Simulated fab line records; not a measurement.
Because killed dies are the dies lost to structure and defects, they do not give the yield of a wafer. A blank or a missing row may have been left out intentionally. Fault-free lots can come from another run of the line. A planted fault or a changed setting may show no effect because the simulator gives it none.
Which tool is to blame? / flow rit_cmos / Sampling: 14 lots, 42 wafers, 2 of 202 route steps

WHAT EACH GAUGE READ, for each wafer
RIT_NRETRO_TW_MEAS_10.
lot=L664; measured=day 2 06:18; on=film_metro-02; NRETRO_TW=1052 1054 1055
lot=L665; measured=day 2 12:59; on=film_metro-04; NRETRO_TW=1056 1046 1053
lot=L667; measured=day 3 01:01; on=film_metro-03; NRETRO_TW=1039 1043 1045
lot=L668; measured=day 3 06:58; on=film_metro-02; NRETRO_TW=1062 1059 1058
lot=L669; measured=day 3 10:46; on=film_metro-04; NRETRO_TW=969 968 973
lot=L670; measured=day 3 14:42; on=film_metro-02; NRETRO_TW=1062 1057 1055
lot=L672; measured=day 4 03:51; on=film_metro-02; NRETRO_TW=973 971 967
lot=L674; measured=day 4 09:45; on=film_metro-03; NRETRO_TW=1042 1034 1032
lot=L679; measured=day 5 11:02; on=film_metro-03; NRETRO_TW=1032 1040 1032
lot=L681; measured=day 5 19:22; on=film_metro-04; NRETRO_TW=1058 1056 1055
lot=L682; measured=day 6 01:40; on=film_metro-04; NRETRO_TW=1056 1060 1055
lot=L684; measured=day 6 12:40; on=film_metro-03; NRETRO_TW=1036 1034 1032
lot=L685; measured=day 6 17:40; on=film_metro-03; NRETRO_TW=1030 1033 1035
lot=L686; measured=day 7 00:55; on=film_metro-02; NRETRO_TW=1053 1051 1053

TOOL THAT RAN EACH LOT (tool first, then ch and the chambers of the sampled wafers, then the start)
lot=L664; RIT_NRETRO_IMPLANT_08=implanter-03 ch 0, day 2 06:01
lot=L665; RIT_NRETRO_IMPLANT_08=implanter-02 ch 0, day 2 12:41
lot=L667; RIT_NRETRO_IMPLANT_08=implanter-01 ch 0, day 3 00:43
lot=L668; RIT_NRETRO_IMPLANT_08=implanter-01 ch 0, day 3 06:41
lot=L669; RIT_NRETRO_IMPLANT_08=implanter-01 ch 0, day 3 10:25
lot=L670; RIT_NRETRO_IMPLANT_08=implanter-02 ch 0, day 3 14:23
lot=L672; RIT_NRETRO_IMPLANT_08=implanter-01 ch 0, day 4 03:32
lot=L674; RIT_NRETRO_IMPLANT_08=implanter-03 ch 0, day 4 09:26
lot=L679; RIT_NRETRO_IMPLANT_08=implanter-03 ch 0, day 5 10:43
lot=L681; RIT_NRETRO_IMPLANT_08=implanter-03 ch 0, day 5 19:04
lot=L682; RIT_NRETRO_IMPLANT_08=implanter-03 ch 0, day 6 01:20
lot=L684; RIT_NRETRO_IMPLANT_08=implanter-02 ch 0, day 6 12:20
lot=L685; RIT_NRETRO_IMPLANT_08=implanter-03 ch 0, day 6 17:20
lot=L686; RIT_NRETRO_IMPLANT_08=implanter-02 ch 0, day 7 00:35
- RIT_NRETRO_IMPLANT_08

WHAT THE TOOLS THEMSELVES READ (means of the sampled wafers that have a number; where no wafer has one, the mark that the record gives instead)
RIT_NRETRO_IMPLANT_08.
lot=L664 tool=implanter-03 dose_ions_cm2=9.983e+12 faraday_current_uA=32.1
lot=L665 tool=implanter-02 dose_ions_cm2=9.987e+12 faraday_current_uA=31.7
lot=L667 tool=implanter-01 dose_ions_cm2=9.991e+12 faraday_current_uA=31.8
lot=L668 tool=implanter-01 dose_ions_cm2=9.984e+12 faraday_current_uA=31.9
lot=L669 tool=implanter-01 dose_ions_cm2=7.793e+12 faraday_current_uA=25.3
lot=L670 tool=implanter-02 dose_ions_cm2=9.985e+12 faraday_current_uA=31.2
lot=L672 tool=implanter-01 dose_ions_cm2=7.805e+12 faraday_current_uA=24.9
lot=L674 tool=implanter-03 dose_ions_cm2=9.993e+12 faraday_current_uA=31.9
lot=L679 tool=implanter-03 dose_ions_cm2=1.001e+13 faraday_current_uA=31.8
lot=L681 tool=implanter-03 dose_ions_cm2=9.989e+12 faraday_current_uA=31.9
lot=L682 tool=implanter-03 dose_ions_cm2=1.001e+13 faraday_current_uA=30.9
lot=L684 tool=implanter-02 dose_ions_cm2=1.001e+13 faraday_current_uA=31.6
lot=L685 tool=implanter-03 dose_ions_cm2=1.000e+13 faraday_current_uA=31.2
lot=L686 tool=implanter-02 dose_ions_cm2=9.992e+12 faraday_current_uA=31.3

THE ANSWER, worked out from the rows above alone
Rule: the usual values come from the lots themselves. Put in order of their means at a reading, lots are off if they are a third of the lots or fewer, leave a main group of 4 or more, and stand apart from it by a gap of 3 or more times the standard deviation of the main group's means; of several such gaps the widest counts. If all means in a main group match to the digits the tables above print for the reading, that group is not used. Also off: a lot with no number at a reading for which 4 or more lots have one. All remaining lots with rows at the step are treated as sound. The gauges are gone through in route order, then the tools' own readings, and for those a lot's mean is taken as printed above. At the first step where some lot is off, the reading lying furthest off is the one used; lots without a number count as furthest.
Off: L669, L672, at RIT_NRETRO_TW_MEAS_10 (NRETRO_TW). Main group: mean 1047, sd 10.
If a tool, at a process step before that reading, ran all the lots that are off and no sound lot after the first of them, it fits. The gauges at RIT_NRETRO_TW_MEAS_10 aren't tried: what is off there is off at RIT_NRETRO_IMPLANT_08 too, on other tools, and a gauge's error can't cause that. One fits: RIT_NRETRO_IMPLANT_08 on implanter-01. Its last sound lot is L668 (day 3 06:41), its first lot that is off L669 (day 3 10:25): a fault that began between those two fits.
The tool's own readings at RIT_NRETRO_IMPLANT_08 bear it out: on the lots that are off they differ by more than 5 times the standard deviation of the sound lots' means. dose_ions_cm2 reads 7.799e+12 there against 9.994e+12 on the sound lots; faraday_current_uA reads 25.1 there against 31.6 on the sound lots.

WHAT THE SIMULATOR PUT IN
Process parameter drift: implanter-01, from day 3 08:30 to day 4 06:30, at RIT_NRETRO_IMPLANT_08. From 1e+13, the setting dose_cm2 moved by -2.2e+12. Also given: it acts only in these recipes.
Struck lots among those shown: L669, L672. The rule above found the same.
